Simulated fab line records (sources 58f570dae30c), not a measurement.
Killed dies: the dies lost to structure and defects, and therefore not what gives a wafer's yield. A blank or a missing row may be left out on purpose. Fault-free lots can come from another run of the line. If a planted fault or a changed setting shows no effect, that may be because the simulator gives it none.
Comparing a struck lot with a sound one | flow berkeley-cmos170 | 16 steps out of a route of 331
Sound: wafers L367.2, L367.3, L367.5. Struck: wafers L374.1, L374.4, L374.5. Last of all comes the cause.
Order at every step that has rows: each side's tool, ch and its chambers, its first start. Under that, the readings that differ: sound wafers | struck wafers | difference of the means | sigmas: that difference in standard deviations of wafers without a fault.
alike: readings with means less than 2 such deviations apart, plus words and numbers identical on both sides. not compared: withheld readings, readings lacking a value on some wafer, bounds such as >300 that could conceal the same value, and numbers that have no deviation in the record and whose values overlap.
A row with sigmas, a row that says differs or no value, or rows on one side alone: a step with any of these is where the two part. Numbers that don't overlap but have no deviation are shown without sigmas and don't part them. Lack of a reading on every wafer of one side parts them only where that side has two or more wafers.

UCB170_NVT_OVL_MEAS_06:
  sound on overlay-02, day 7 08:17; struck on overlay-02, day 8 14:33
  alike: NVT_OVL
after that, 1 step had no rows for these wafers: UCB170_NVT_IMPLANT_07.
UCB170_NVT_STRIP_08: strips in O2.
  sound on plasma-asher-01 ch 0,1, day 7 08:28; struck on plasma-asher-02 ch 0,1, day 8 14:44
  alike: drypump-motor-current-A, oes-product-au, strip-time-to-endpoint-s
  not compared: rf-hours-counter-h
UCB170_NVT_TW_MEAS_09:
  sound on film-metro-04, day 7 08:35; struck on film-metro-01, day 8 14:50
  alike: NVT_TW
then, 7 steps without rows for these wafers: UCB170_NVT_CLEAN_10 (cleans in SPM, time 600 s); UCB170_PVT_HMDS_00 (prime time 60 s); UCB170_PVT_COAT_01 (resist thk 900 nm); UCB170_PVT_SOFTBAKE_02 (time 60 s); UCB170_PVT_EXPOSE_03 (exposes mask NWELL, target cd 3000 nm); UCB170_PVT_PEB_04; UCB170_PVT_DEVELOP_05 (develop time 45 s).
UCB170_PVT_OVL_MEAS_06:
  sound on overlay-02, day 7 10:37; struck on overlay-02, day 8 17:36
  alike: PVT_OVL
UCB170_PVT_IMPLANT_07:
  sound on implanter-03 ch 0, day 7 10:41; struck on implanter-01 ch 0, day 8 17:38
  reading                   | sound             | struck            | difference | sigmas
  implant-ion-amu           | 31 31 31          | 11 11 11          | -20        |
  model.implant.rp-nm (nm)  | 36.45 36.45 36.45 | 98.24 98.24 98.24 | +61.79     |
  model.implant.drp-nm (nm) | 16.56 16.56 16.56 | 42.97 42.97 42.97 | +26.41     |
UCB170_PVT_STRIP_08: strips in O2.
  sound on plasma-asher-04 ch 0,1, day 7 10:48; struck on plasma-asher-04 ch 0,1, day 8 17:47
  reading                      | sound             | struck            | difference | sigmas
  strip-time-to-endpoint-s (s) | 21.56 21.51 21.52 | 21.62 21.64 21.69 | +0.12      | +2
  alike: drypump-motor-current-A, oes-product-au
  not compared: rf-hours-counter-h
UCB170_PVT_TW_MEAS_09:
  sound on film-metro-01, day 7 10:55; struck on film-metro-01, day 8 17:53
  reading | sound       | struck      | difference | sigmas
  PVT_TW  | 515 513 515 | 261 263 262 | -252       | -68
then, 1 step without rows for these wafers: UCB170_GATE_WET_ETCH_00 (etches SiO2 in dHF, time 200 s).

== WHERE THEY PART ==
Last at UCB170_PVT_TW_MEAS_09 as far as this record goes, first at UCB170_PVT_STRIP_08.

WHY: what the simulator had put in
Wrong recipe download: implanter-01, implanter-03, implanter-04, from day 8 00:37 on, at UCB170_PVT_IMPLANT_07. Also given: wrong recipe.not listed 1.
